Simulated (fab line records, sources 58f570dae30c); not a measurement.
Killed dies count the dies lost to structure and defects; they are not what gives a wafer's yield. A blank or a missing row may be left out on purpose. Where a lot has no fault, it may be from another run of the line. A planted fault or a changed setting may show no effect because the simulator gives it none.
fab line records    flow berkeley-cmos170
[record] lots = 7  wafers = 21  last-day = 12
route steps=331 shown NLDD@167 SPACER@171 PSD@175
lots with no fault: from the same line, run without faults
start-h: hours from the record's first day to the start of the lot's first wafer shown    wait-h: hours elapsed since this lot's preceding step    " as in the row above    L1.1+2: a single row standing in for several wafers    - no value, or no start was given    * or withheld: withheld    < > ~ a bound
route shown NAME@n: names a module that has steps shown in the file, with the first one's number in the route    usual: the fault-free wafers' mean and standard deviation    same: alike in all rows    chamber/n: place in a boat    sites: readings site by site    _std_site: standard deviation across them    _edge_site: mean of outer sites minus mean of inner sites    radius-mm: how far each site lies from the wafer's centre    mask NAME#n: copy n    behind: the most recent tool/chamber to have shaped the wafer    hold: what put the lot on hold/how long, in hours/how the hold closed    device: the n, p or np transistor that did not switch    end of line: the tests these same wafers got at the end of their route    a step given without rows: its recipe and nothing more    killed: dies that structure and defects cost at the first sort, which is not the same as the wafer's yield    map: the dies of a wafer, with x for killed, . for not killed, _ for no die there
set.NAME: the setting that was run; set.NAME@STEP: the one run at that earlier step    model.NAME: the simulator's own value behind a step, which no gauge read
lots seen at some steps along the route; tables by step, rows by wafer
services: when a tool's chamber went out of use (start-h, in hours from the record's first day, below 0 if earlier), for how many hours, and the reason
[[steps]]
[step UCB170_NLDD_IMPLANT_09]
[recipe] species = As  dose-cm2 = 5e+13  energy-kev = 30  tilt-deg = 7  rotation-deg = 180
[step UCB170_NLDD_STRIP_10]
[recipe] chemistry = O2  power-w = 400  pressure-mtorr = 3500  platen-temp-c = withheld  o2-flow-sccm = 400  overash-fraction = 0.5
[usual] chamber-pressure-mTorr = 3500/3.2  drypump-motor-current-A = 5.9/0.37  o2-flow-sccm = 399.9/0.99  oes-product-au = 0.735/0.0047  strip-time-to-endpoint-s = 21.65/0.075
lot.wafer  tool             chamber  start-h  wait-h  chamber-pressure-mTorr  drypump-motor-current-A  o2-flow-sccm  oes-product-au  rf-hours-counter-h  strip-time-to-endpoint-s
L918.1     plasma-asher-02  1        177.54   0.1     3496                    5.2                      399.9         0.737           48                  21.74
L918.4     "                1        "        "       3497                    5.2                      399.4         0.734           -                   21.73
L918.5     "                0        "        "       3503                    5.5                      399.7         0.737           -                   21.78
L923.1     plasma-asher-03  1        177.82   0.1     3502                    6.3                      399.7         0.741           39                  21.67
L923.2     "                0        "        "       3501                    5.9                      399.4         0.729           39                  21.68
L923.4     "                1        "        "       3501                    6.3                      398.7         0.728           -                   21.65
L922.2     plasma-asher-02  1        178.37   0.1     3505                    5.2                      398.0         0.735           48                  21.76
L922.3     "                0        "        "       3501                    5.5                      399.5         0.728           -                   21.72
L922.4     "                1        "        "       3497                    5.2                      398.9         0.741           -                   21.74
L925.3     plasma-asher-03  0        188.18   0.1     3501                    5.9                      398.9         0.732           -                   21.75
L925.5     "                1        "        "       3499                    6.3                      399.7         0.725           -                   21.78
L925.6     "                0        "        "       3501                    5.9                      399.9         0.734           -                   21.75
L927.4     plasma-asher-04  1        207.82   0.1     3504                    6.3                      399.7         0.735           -                   21.57
L927.5     "                1        "        "       3503                    6.3                      398.5         0.742           -                   21.55
L927.6     "                0        "        "       3498                    5.9                      400.0         0.738           -                   21.56
L931.2     plasma-asher-03  0        207.88   0.1     3494                    5.9                      399.4         0.732           45                  21.68
L931.4     "                1        "        "       3498                    6.3                      400.6         0.737           -                   21.63
L931.5     "                1        "        "       3497                    6.3                      400.2         0.735           -                   21.68
L937.2     plasma-asher-03  1        243.65   0.1     3499                    6.3                      399.5         0.736           49                  21.58
L937.3     "                0        "        "       3500                    5.9                      400.6         0.732           -                   21.64
L937.5     "                0        "        "       3499                    5.9                      401.7         0.738           -                   21.69
[step UCB170_NLDD_TW_MEAS_11]
[usual] NLDD_TW = 2214/9.6
lot.wafer  tool           chamber  start-h  wait-h  NLDD_TW
L918.1     film-metro-04  -        177.64   0.1     2215
L918.4     "              -        "        "       2216
L918.5     "              -        "        "       2211
L923.1     film-metro-03  -        177.92   0.1     2217
L923.2     "              -        "        "       2203
L923.4     "              -        "        "       2196
L922.2     film-metro-03  -        178.48   0.1     2220
L922.3     "              -        "        "       2217
L922.4     "              -        "        "       2222
L925.3     film-metro-04  -        188.27   0.1     2215
L925.5     "              -        "        "       2207
L925.6     "              -        "        "       2209
L927.4     film-metro-03  -        207.92   0.1     2192
L927.5     "              -        "        "       2208
L927.6     "              -        "        "       2207
L931.2     film-metro-04  -        207.99   0.1     2216
L931.4     "              -        "        "       2217
L931.5     "              -        "        "       2196
L937.2     film-metro-04  -        243.76   0.1     2222
L937.3     "              -        "        "       2223
L937.5     "              -        "        "       2222
[step UCB170_NLDD_CLEAN_12]
[recipe] chemistry = SPM  temp-c = 120  time-s = 600
[step UCB170_SPACER_CVD_00]
[recipe] material = SiO2  target-thk-nm = 376  temp-c = 390  precursor = TEOS/O2  time-s = 47  rf-w = 550  pressure-mtorr = 9000
[usual] heater-power-w = 253/43
lot.wafer  tool      chamber  start-h  wait-h  heater-power-w
L918.1     pecvd-04  2        177.87   0.0     234
L918.4     "         2        "        "       241
L918.5     "         1        "        "       254
L923.1     pecvd-01  0        178.16   0.0     331
L923.2     "         2        "        "       255
L923.4     "         1        "        "       251
L922.2     pecvd-02  2        178.71   0.0     294
L922.3     "         0        "        "       256
L922.4     "         2        "        "       309
L925.3     pecvd-04  0        188.48   0.0     189
L925.5     "         1        "        "       258
L925.6     "         0        "        "       199
L927.4     pecvd-01  2        208.18   0.0     227
L927.5     "         0        "        "       314
L927.6     "         1        "        "       240
L931.2     pecvd-04  1        208.22   0.0     252
L931.4     "         1        "        "       175
L931.5     "         0        "        "       219
L937.2     pecvd-04  1        244.33   0.0     235
L937.3     "         0        "        "       205
L937.5     "         1        "        "       239
[step UCB170_SPACER_THK_MEAS_01]
[recipe] reads = SiO2_of_SPACER_CVD_00
[usual] SPACER_TEOS_THK = 376/4.8
lot.wafer  tool           chamber  start-h  wait-h  SPACER_TEOS_THK[nm]
L918.1     film-metro-04  -        177.92   0.0     368
L918.4     "              -        "        "       378
L918.5     "              -        "        "       373
L923.1     film-metro-04  -        178.20   0.0     370
L923.2     "              -        "        "       371
L923.4     "              -        "        "       375
L922.2     film-metro-02  -        178.76   0.0     377
L922.3     "              -        "        "       376
L922.4     "              -        "        "       381
L925.3     film-metro-04  -        188.55   0.0     373
L925.5     "              -        "        "       383
L925.6     "              -        "        "       381
L927.4     film-metro-02  -        208.23   0.0     371
L927.5     "              -        "        "       372
L927.6     "              -        "        "       370
L931.2     film-metro-04  -        208.27   0.0     377
L931.4     "              -        "        "       383
L931.5     "              -        "        "       381
L937.2     film-metro-01  -        244.38   0.0     377
L937.3     "              -        "        "       377
L937.5     "              -        "        "       383
[step UCB170_SPACER_ANNEAL_02]
[recipe] temp-c = 900  time-s = 1800  ambient = N2
[step UCB170_SPACER_ETCHBACK_03]
[recipe] stop-on = Si  target = SiO2  chemistry = CHF3/CF4/Ar  CHF3_flow_sccm = 50  cf4-flow-sccm = 10  Ar_flow_sccm = 120  pressure-mtorr = 200  rf-w = 500  target-depth-a = 3760  time-s = 100
[usual] chamber-pressure-mTorr = 199.98/0.18  drypump-motor-current-A = 5.7/0.48  oes-product-au = 0.903/0.017  throttle-valve-pct = 6.48/0.11
lot.wafer  tool         chamber  start-h  wait-h  chamber-pressure-mTorr  drypump-motor-current-A  oes-product-au  rf-hours-counter-h  throttle-valve-pct
L918.1     rie-diel-02  3        181.56   0.0     200.31                  5.7                      0.907           107                 6.52
L918.4     "            0        "        "       200.22                  5.9                      0.911           31                  6.46
L918.5     "            3        "        "       200.10                  5.7                      0.922           -                   6.53
L922.2     rie-diel-02  1        181.63   0.1     200.06                  6.5                      0.901           6                   6.43
L922.3     "            0        "        "       199.60                  5.9                      0.899           31                  6.47
L922.4     "            2        "        "       199.83                  5.3                      0.908           2                   6.35
L923.1     rie-diel-01  1        181.63   0.1     199.98                  6.0                      0.873           103                 6.50
L923.2     "            2        "        "       199.66                  5.0                      0.914           148                 6.57
L923.4     "            3        "        "       199.92                  5.4                      0.912           -                   6.64
L925.3     rie-diel-04  3        194.73   0.0     199.76                  4.8                      0.917           9                   6.46
L925.5     "            2        "        "       200.23                  6.0                      0.885           -                   6.63
L925.6     "            3        "        "       200.02                  4.8                      0.934           -                   6.48
L927.4     rie-diel-02  3        215.42   0.0     200.11                  5.7                      0.915           109                 6.52
L927.5     "            2        "        "       199.75                  5.3                      0.890           -                   6.34
L927.6     "            1        "        "       200.07                  6.5                      0.896           -                   6.41
L931.2     rie-diel-04  0        215.42   0.0     200.02                  6.0                      0.877           134                 6.32
L931.4     "            3        "        "       199.85                  4.8                      0.937           -                   6.48
L931.5     "            1        "        "       200.10                  6.0                      0.901           -                   6.33
L937.2     rie-diel-02  2        248.84   0.1     200.14                  5.3                      0.892           7                   6.35
L937.3     "            1        "        "       200.12                  6.5                      0.905           11                  6.40
L937.5     "            3        "        "       199.87                  5.7                      0.942           -                   6.53
[step UCB170_PSD_HMDS_00]
[recipe] prime-time-s = 60  prime-temp-c = 100
[step UCB170_PSD_COAT_01]
[recipe] resist = KrF  spin-rpm = 1500  resist-thk-nm = 900
[step UCB170_PSD_SOFTBAKE_02]
[recipe] resist = KrF  temp-c = 130  time-s = 60
[step UCB170_PSD_EXPOSE_03]
[recipe] mask-id = PSELECT_MOD  na = 0.5  sigma-outer = 0.6  source-shape = conventional  target-cd-nm = 1200  dose-mj = 30
[step UCB170_PSD_PEB_04]
[recipe] peb-temp-c = 130  peb-time-s = withheld  resist = KrF
[usual] chill-plate-temp-C = 22.98/0.1  exhaust-pa = 45.2/0.86  plate-temp-C = 130.01/0.14
lot.wafer  tool            chamber  start-h  wait-h  chill-plate-temp-C  exhaust-pa  plate-temp-C
L918.1     litho-track-01  0        183      -       22.95               45.2        130.11
L918.4     "               0        "        "       22.94               45.8        130.03
L918.5     "               0        "        "       23.00               44.5        130.00
L922.2     litho-track-03  -        184      -       -                   -           -
L922.3     "               -        "        "       -                   -           -
L922.4     "               -        "        "       -                   -           -
L923.1     litho-track-01  -        184      -       -                   -           -
L923.2     "               -        "        "       -                   -           -
L923.4     "               -        "        "       -                   -           -
L925.3     litho-track-01  -        195.66   0.1     -                   -           -
L925.5     "               -        "        "       -                   -           -
L925.6     "               -        "        "       -                   -           -
L927.4     litho-track-01  0        217.84   0.8     22.88               44.3        130.03
L927.5     "               0        "        "       22.95               45.3        129.98
L927.6     "               0        "        "       22.93               46.7        130.28
L931.2     litho-track-01  0        218.07   0.7     22.72               44.9        130.13
L931.4     "               0        "        "       23.03               45.2        130.28
L931.5     "               0        "        "       22.86               44.6        130.17
L937.2     litho-track-01  0        250.35   0.3     22.97               45.7        129.95
L937.3     "               0        "        "       22.85               46.4        130.05
L937.5     "               0        "        "       23.06               45.3        129.92
[step UCB170_PSD_DEVELOP_05]
[recipe] developer = TMAH  develop-time-s = 45  resist = KrF  dev-temp-c = 21
[[services]]
tool             chamber  start-h  hours  kind
plasma-asher-02  -        156.06   2.1    repair
pecvd-04         -        160.44   6.0    pm
plasma-asher-04  -        174.14   15.6   pm
plasma-asher-02  -        179.65   28.1   pm
rie-diel-01      0        179.79   2.9    repair
rie-diel-01      2        186.81   -      clean
rie-diel-01      2        186.81   22.7   scheduled-down
rie-diel-01      2        186.81   22.7   vent-cycle
rie-diel-01      3        187.65   1.7    repair
pecvd-02         1        193.11   17.2   repair
pecvd-04         -        213.16   2.8    pm
rie-diel-04      2        213.23   6.8    repair
pecvd-01         -        215.62   14.6   pm
plasma-asher-02  -        219.52   2.0    repair
plasma-asher-02  -        233.96   3.2    repair
rie-diel-04      -        235.37   18.6   repair
pecvd-02         -        242.50   14.0   pm
pecvd-02         0        242.50   14.0   vent-cycle
pecvd-02         1        242.50   14.0   vent-cycle
pecvd-02         2        242.50   14.0   vent-cycle
rie-diel-02      0        248.41   6.2    repair
plasma-asher-02  -        250.30   2.7    repair
[[key]]
[first-sign] step = UCB170_PSD_PEB_04  reading = tool-record  direction = missing
effect none on later readings
met-at UCB170_PSD_PEB_04
struck-wafers L922.2,L922.3,L922.4,L923.1,L923.2,L923.4,L925.3,L925.5,L925.6
sort-left-out L922.2,L922.3,L922.4,L923.1,L923.2,L923.4,L925.3,L925.5,L925.6
tester-left-out L922,L923,L925
[fault] kind = skipped-step-whole  tool = litho-track-01,litho-track-03  chamber = -  onset-h = 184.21  steps = UCB170_PSD_PEB_04  scope = struck-lots-only
// tester-left-out: of these lots the tester's yield and bins aren't shown, on N5 and GAA mostly nor the transistor test; their killed dies are dies lost to structure and defects alone, not to doping, threshold or leakage, so they don't give the yield
// sort-left-out: the simulated sort isn't trusted on such a fault, so these wafers' sort isn't shown, and their yield isn't known
